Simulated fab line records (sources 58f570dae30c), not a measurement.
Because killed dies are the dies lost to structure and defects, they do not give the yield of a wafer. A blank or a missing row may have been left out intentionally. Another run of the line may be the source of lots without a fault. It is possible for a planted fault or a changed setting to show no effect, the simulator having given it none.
Struck lot and sound lot, side by side	flow berkeleyCmos170	26 out of 331 route steps
Sound: these wafers, L452.3, L452.4, L452.6. Wafers struck: L461.2, L461.4, L461.5. The cause comes at the end.
Per side, at each step with rows, come the tool, then ch with its chambers, and then its first start. Under that, the readings that differ: sound wafers	struck wafers	difference of the means	sigmas: that difference in standard deviations of wafers without a fault.
alike: a reading whose means differ by less than 2 such deviations, as well as words and numbers matching on both sides. not compared: withheld readings; readings where some wafer has no value; bounds like >300 that might hide an equal value; numbers whose values overlap and for which the record gives no deviation.
Wherever a step has rows on one side only, a row that says differs or no value, or a row with sigmas, the two part there. Non-overlapping numbers with no deviation appear without sigmas and do not part them. Lack of a reading on every wafer of one side parts them only where that side has two or more wafers.

first, 3 steps without rows for these wafers: UCB170_M1_EXPOSE_06 (exposes mask METAL1, target cd 700 nm); UCB170_M1_PEB_07; UCB170_M1_DEVELOP_08 (develop time 45 s).
UCB170_M1_CD_MEAS_09: the cd target is 700 nm.
  sound: cdSem-01 at day 8 21:23; struck: cdSem-02 at day 11 01:01
  alike: cdNm
UCB170_M1_OVL_MEAS_10:
  sound: overlay-02 at day 8 21:28; struck: overlay-02 at day 11 01:07
  alike: M1_OVL
UCB170_M1_ETCH_11: etches BARC in N2/H2.
  sound on rieDiel-01 ch 1,3, day 8 21:30; struck on rieDiel-01 ch 0,1,3, day 11 01:09
reading	sound	struck	difference	sigmas
rfFwdPowerW (W)	493.7 491.5 490.3	494.1 497.0 496.4	+4.0	+2
  alike: drypumpMotorCurrentA, oesProductAu, throttleValvePct
UCB170_M1_METAL_ETCH_12: etches Al in Cl2/BCl3, stops on PSG, target depth 780 nm, time 130 s.
  sound on rieMetal-04 ch 0,1, day 8 21:35; struck on rieMetal-04 ch 0,1, day 11 01:11
  alike: drypumpMotorCurrentA, oesProductAu, rfFwdPowerW, throttleValvePct
  not compared: rfHoursCounterH
UCB170_M1_STRIP_13: strips in O2.
  sound on plasmaAsher-01 ch 0,1, day 8 21:43; struck on plasmaAsher-01 ch 0,1, day 11 01:19
  alike: drypumpMotorCurrentA, oesProductAu
  not compared: rfHoursCounterH
UCB170_M1_CD_MEAS_90: the cd target is 700 nm.
  sound: cdSem-01 at day 8 21:49; struck: cdSem-01 at day 11 01:26
  alike: cdNm
then, 1 step without rows for these wafers: UCB170_M1_ANNEAL_14 (time 1200 s).
UCB170_V1_CVD_00: deposits SiO2 from TEOS/O2, target thk 2000 nm, time 250 s.
  sound on pecvd-02 ch 1,2, day 8 23:46; struck on pecvd-03 ch 0,2, day 11 03:23
  alike: heaterPowerW, rfFwdPowerW
UCB170_V1_THK_MEAS_01:
  sound: filmMetro-03 at day 8 23:56; struck: filmMetro-03 at day 11 03:32
  alike: V1_TEOS_THK
UCB170_V1_CMP_02: polishes SiO2.
  sound on cmp-02 ch 0,2,3, day 9 00:05; struck on cmp-01 ch 1,3, day 11 03:38
reading	sound	struck	difference	sigmas
model.SiO2_of_V1_CVD_00.thkNm (nm)	999.8 999 999.8	1250 1251 1250	+251	
  alike: headPressurePsi, motorCurrentA, slurryFlowMlMin
UCB170_V1_BOW_MEAS_03:
  sound: filmMetro-03 at day 9 00:19; struck: filmMetro-01 at day 11 03:55
  alike: V1_BOW
UCB170_V1_THK_MEAS_04:
  sound: filmMetro-03 at day 9 00:25; struck: filmMetro-01 at day 11 04:01
reading	sound	struck	difference	sigmas
V1_POLISHED_THK (nm)	1000.8 999.5 999.8	1249.2 1251.4 1249.7	+250.1	+99 or more
then, 7 steps without rows for these wafers: UCB170_V1_CLEAN_05 (cleans in DIW); UCB170_V1_HMDS_06 (prime time 60 s); UCB170_V1_COAT_07 (resist thk 900 nm); UCB170_V1_SOFTBAKE_08 (time 60 s); UCB170_V1_EXPOSE_09 (exposes mask VIA1, target cd 700 nm); UCB170_V1_PEB_10; UCB170_V1_DEVELOP_11 (develop time 45 s).
UCB170_V1_CD_MEAS_12: the cd target is 700 nm.
  sound: cdSem-01 at day 9 02:29; struck: cdSem-02 at day 11 06:33
  alike: cdNm
UCB170_V1_OVL_MEAS_13:
  sound: overlay-02 at day 9 02:34; struck: overlay-02 at day 11 06:39
  alike: V1_OVL
UCB170_V1_ETCH_14: etches SiO2 in CHF3/CF4/Ar, stops on Al, target depth 1250 nm, time 291 s.
  sound on rieDiel-03 ch 2,3, day 9 02:36; struck on rieDiel-03 ch 0,3, day 11 06:41
reading	sound	struck	difference	sigmas
oesProductAu (a.u.)	0.872 0.871 0.870	0.996 0.981 0.986	+0.117	+12
model.etch.depthNm (nm)	999.8 999 999.8	1250 1251 1250	+251	
model.V1.featureDepthNm (nm)	1000 999.4 999.8	1250 1251 1250	+251	
  alike: drypumpMotorCurrentA, rfFwdPowerW, throttleValvePct
  not compared: rfHoursCounterH
UCB170_V1_STRIP_15: strips in O2.
  sound on plasmaAsher-04 ch 0,1, day 9 02:49; struck on plasmaAsher-02 ch 0,1, day 11 06:52
  alike: drypumpMotorCurrentA, oesProductAu, stripTimeToEndpointS
  not compared: rfHoursCounterH

== WHERE THEY PART ==
At UCB170_M1_ETCH_11 first; at UCB170_V1_ETCH_14 last (within this record only). Later steps at which nothing parts them and some readings are alike: UCB170_V1_STRIP_15.

WHY: what the simulator had put in
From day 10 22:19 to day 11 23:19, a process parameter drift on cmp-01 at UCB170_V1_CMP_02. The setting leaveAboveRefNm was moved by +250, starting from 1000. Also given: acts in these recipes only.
